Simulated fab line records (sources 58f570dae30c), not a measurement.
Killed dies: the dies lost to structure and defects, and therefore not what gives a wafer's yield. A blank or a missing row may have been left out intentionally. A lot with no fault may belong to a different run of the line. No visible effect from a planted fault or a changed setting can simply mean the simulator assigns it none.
Chamber matching -- flow berkeleyCmos170 -- 4 sister chambers for UCB170_CONTACT_ETCH_18 on rieDiel-04
The step etches PSG in CHF3/CF4/Ar, stops on TiSi2, target depth 840 nm, time 195 s. 4 wafers are shown with their chamber, then 7 later ones without.

WAFERS, EACH WITH ITS CHAMBER
wafer,chamber,drypumpMotorCurrentA (A)
L604.1,1,4.9
L604.3,0,6.0
L606.2,3,6.7
L606.5,2,5.5

WAFERS MISSING THEIR CHAMBER
wafer,drypumpMotorCurrentA (A)
L606.6,4.9
L611.4,4.9
L611.5,5.9
L611.6,4.9
L621.1,6.7
L621.3,4.9
L621.5,6.6

EACH ONE'S CHAMBER
wafer,from the rows above,in truth
L606.6,1,1
L611.4,1,1
L611.5,0,0
L611.6,1,1
L621.1,3,3
L621.3,1,1
L621.5,3,3
Correctly placed: 7 of 7. Number that these rows cannot place: 0. Wrongly placed: 0.
How it was worked out, from the rows above alone: a wafer's distance from a chamber is the root of the sum, over the readings, of the square of ((its reading less the chamber's mean) divided by the reading's scatter). The wafer belongs to the nearest chamber; if the next one is less than 2 further off, it can't be placed. A chamber's mean is the mean of its shown wafers. The scatter: root of mean squared gap, hidden wafer to nearest shown wafer, with one shown wafer a chamber.
